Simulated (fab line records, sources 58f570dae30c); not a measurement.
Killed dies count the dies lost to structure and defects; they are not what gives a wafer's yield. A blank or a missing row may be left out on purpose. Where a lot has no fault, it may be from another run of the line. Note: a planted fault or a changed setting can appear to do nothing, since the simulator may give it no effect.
Split-lot experiment / flow berkeley cmos170 / 23 wafers read from 5 lots, route of 331 steps

## ON THE SPLIT
At UCB170_ACTIVE_COAT_08 (resist thk 900 nm), the setting resist thk nm was moved away from the recipe's 900 nm on 7 of the 23 wafers read, by -3.7% to -1.8%. All remaining wafers had this setting at the recipe value.

## FROM THE SPLIT TO THE READING: what the file shows between them, 2 steps
- UCB170_ACTIVE_SOFTBAKE_09: time 60 s
- UCB170_ACTIVE_EXPOSE_10: exposes mask ACTIVE, target cd 1200 nm

## THE READING
KrF_of_ACTIVE_COAT_08.thk nm (the simulator's own value, which no gauge read), in nm, at UCB170_ACTIVE_ETCH_15 (etches Si3N4 in CH3F/Ar/O2, stops on SiO2, target depth 242 nm, time 151 s). The file gives no usual value for it. Across the 16 wafers here that went through the recipe, the average is 725.5 nm and the standard deviation 6 nm.

wafer=L076.1; tool, chamber at the split=litho track-04, 0; resist thk nm as run, nm=900; against the recipe=recipe; KrF_of_ACTIVE_COAT_08.thk nm, nm=719.9; against lot-mates on the recipe=-
wafer=L076.2; tool, chamber at the split=litho track-04, 0; resist thk nm as run, nm=900; against the recipe=recipe; KrF_of_ACTIVE_COAT_08.thk nm, nm=733; against lot-mates on the recipe=-
wafer=L076.3; tool, chamber at the split=litho track-04, 0; resist thk nm as run, nm=900; against the recipe=recipe; KrF_of_ACTIVE_COAT_08.thk nm, nm=731.1; against lot-mates on the recipe=-
wafer=L076.5; tool, chamber at the split=litho track-04, 0; resist thk nm as run, nm=900; against the recipe=recipe; KrF_of_ACTIVE_COAT_08.thk nm, nm=720.4; against lot-mates on the recipe=-
wafer=L076.6; tool, chamber at the split=litho track-04, 0; resist thk nm as run, nm=900; against the recipe=recipe; KrF_of_ACTIVE_COAT_08.thk nm, nm=722.2; against lot-mates on the recipe=-
wafer=L079.1; tool, chamber at the split=litho track-04, 0; resist thk nm as run, nm=867; against the recipe=-3.7%; KrF_of_ACTIVE_COAT_08.thk nm, nm=684.2; against lot-mates on the recipe=-34.5
wafer=L079.2; tool, chamber at the split=litho track-04, 0; resist thk nm as run, nm=867; against the recipe=-3.7%; KrF_of_ACTIVE_COAT_08.thk nm, nm=687.1; against lot-mates on the recipe=-31.6
wafer=L079.3; tool, chamber at the split=litho track-04, 0; resist thk nm as run, nm=867; against the recipe=-3.7%; KrF_of_ACTIVE_COAT_08.thk nm, nm=685.8; against lot-mates on the recipe=-33.0
wafer=L079.4; tool, chamber at the split=litho track-04, 0; resist thk nm as run, nm=900; against the recipe=recipe; KrF_of_ACTIVE_COAT_08.thk nm, nm=716.4; against lot-mates on the recipe=-
wafer=L079.6; tool, chamber at the split=litho track-04, 0; resist thk nm as run, nm=900; against the recipe=recipe; KrF_of_ACTIVE_COAT_08.thk nm, nm=721.1; against lot-mates on the recipe=-
wafer=L080.1; tool, chamber at the split=litho track-04, 0; resist thk nm as run, nm=900; against the recipe=recipe; KrF_of_ACTIVE_COAT_08.thk nm, nm=723.1; against lot-mates on the recipe=-
wafer=L080.2; tool, chamber at the split=litho track-04, 0; resist thk nm as run, nm=900; against the recipe=recipe; KrF_of_ACTIVE_COAT_08.thk nm, nm=732.6; against lot-mates on the recipe=-
wafer=L080.4; tool, chamber at the split=litho track-04, 0; resist thk nm as run, nm=872; against the recipe=-3.1%; KrF_of_ACTIVE_COAT_08.thk nm, nm=695.5; against lot-mates on the recipe=-31.3
wafer=L080.5; tool, chamber at the split=litho track-04, 0; resist thk nm as run, nm=900; against the recipe=recipe; KrF_of_ACTIVE_COAT_08.thk nm, nm=724.6; against lot-mates on the recipe=-
wafer=L080.6; tool, chamber at the split=litho track-04, 0; resist thk nm as run, nm=872; against the recipe=-3.1%; KrF_of_ACTIVE_COAT_08.thk nm, nm=704.2; against lot-mates on the recipe=-22.6
wafer=L081.1; tool, chamber at the split=litho track-01, 0; resist thk nm as run, nm=900; against the recipe=recipe; KrF_of_ACTIVE_COAT_08.thk nm, nm=733.7; against lot-mates on the recipe=-
wafer=L081.4; tool, chamber at the split=litho track-01, 0; resist thk nm as run, nm=900; against the recipe=recipe; KrF_of_ACTIVE_COAT_08.thk nm, nm=736.4; against lot-mates on the recipe=-
wafer=L081.5; tool, chamber at the split=litho track-01, 0; resist thk nm as run, nm=900; against the recipe=recipe; KrF_of_ACTIVE_COAT_08.thk nm, nm=728.2; against lot-mates on the recipe=-
wafer=L082.1; tool, chamber at the split=litho track-01, 0; resist thk nm as run, nm=900; against the recipe=recipe; KrF_of_ACTIVE_COAT_08.thk nm, nm=725.5; against lot-mates on the recipe=-
wafer=L082.2; tool, chamber at the split=litho track-01, 0; resist thk nm as run, nm=884.2; against the recipe=-1.8%; KrF_of_ACTIVE_COAT_08.thk nm, nm=705; against lot-mates on the recipe=-16.8
wafer=L082.3; tool, chamber at the split=litho track-01, 0; resist thk nm as run, nm=900; against the recipe=recipe; KrF_of_ACTIVE_COAT_08.thk nm, nm=720.5; against lot-mates on the recipe=-
wafer=L082.4; tool, chamber at the split=litho track-01, 0; resist thk nm as run, nm=884.2; against the recipe=-1.8%; KrF_of_ACTIVE_COAT_08.thk nm, nm=713; against lot-mates on the recipe=-8.8
wafer=L082.6; tool, chamber at the split=litho track-01, 0; resist thk nm as run, nm=900; against the recipe=recipe; KrF_of_ACTIVE_COAT_08.thk nm, nm=719.5; against lot-mates on the recipe=-

THE FIT
A straight line over all 23 wafers: KrF_of_ACTIVE_COAT_08.thk nm changes by +10 nm for each +1% of resist thk nm; r = +0.93; the points scatter about the line by 5.9 nm.
The same after taking each lot's own level away (the mean of its wafers on the recipe; 23 wafers): +8.8 nm for each +1%; r = +0.95; scatter 4.2 nm.
Per that fit: largest resist thk nm move, reading shift of 32 nm.
Measured against the standard deviation above, the lots' own levels, which go from 718.75 to 732.77 nm, span 2.3 times it.
So the slope is not independent of the lot-to-lot level: the two fits are not the same.
Check: -31.5 nm against its lot-mates is what the line predicts for one of the wafers moved furthest among these (-3.7%) when that wafer is left out of the fit. It came out at -34.5 nm against them.

## OTHER SPLITS APPLIED TO THESE WAFERS
Before the reading, these wafers also passed through other splits. Each is held against what the fit with the lots' levels taken away leaves over:
other split on the same wafers=UCB170_NWELL_OXIDATION_01 temp c; wafers away from the commonest value=18; r with KrF_of_ACTIVE_COAT_08.thk nm (lot level and that fit taken away)=-0.01
other split on the same wafers=UCB170_PWELL_IMPLANT_15 dose cm2; wafers away from the commonest value=9; r with KrF_of_ACTIVE_COAT_08.thk nm (lot level and that fit taken away)=-0.06
other split on the same wafers=UCB170_WELLDRIVE_OXIDATION_01 temp c; wafers away from the commonest value=13; r with KrF_of_ACTIVE_COAT_08.thk nm (lot level and that fit taken away)=-0.02

## THE WHOLE CHAIN: every reading that the file lists as answering this split, in the file's order
step=UCB170_ACTIVE_COAT_08; what it does=resist thk 900 nm; reading=KrF_of_ACTIVE_COAT_08.thk nm (the simulator's own value, which no gauge read); change (the file's fit)=+9.12 nm for each +1% of the setting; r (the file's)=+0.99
step=UCB170_ACTIVE_ETCH_15; what it does=etches Si3N4 in CH3F/Ar/O2, stops on SiO2, target depth 242 nm, time 151 s; reading=KrF_of_ACTIVE_COAT_08.thk nm (the simulator's own value, which no gauge read); change (the file's fit)=+8.67 nm for each +1% of the setting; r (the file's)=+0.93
step=UCB170_ACTIVE_STRIP_16; what it does=strips in O2; reading=strip time to endpoint s; change (the file's fit)=withheld for each +1% of the setting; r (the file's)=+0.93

## THE FILE'S OWN FIT
KrF_of_ACTIVE_COAT_08.thk nm changes by +8.67 nm for each +1% of resist thk nm, r = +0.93.
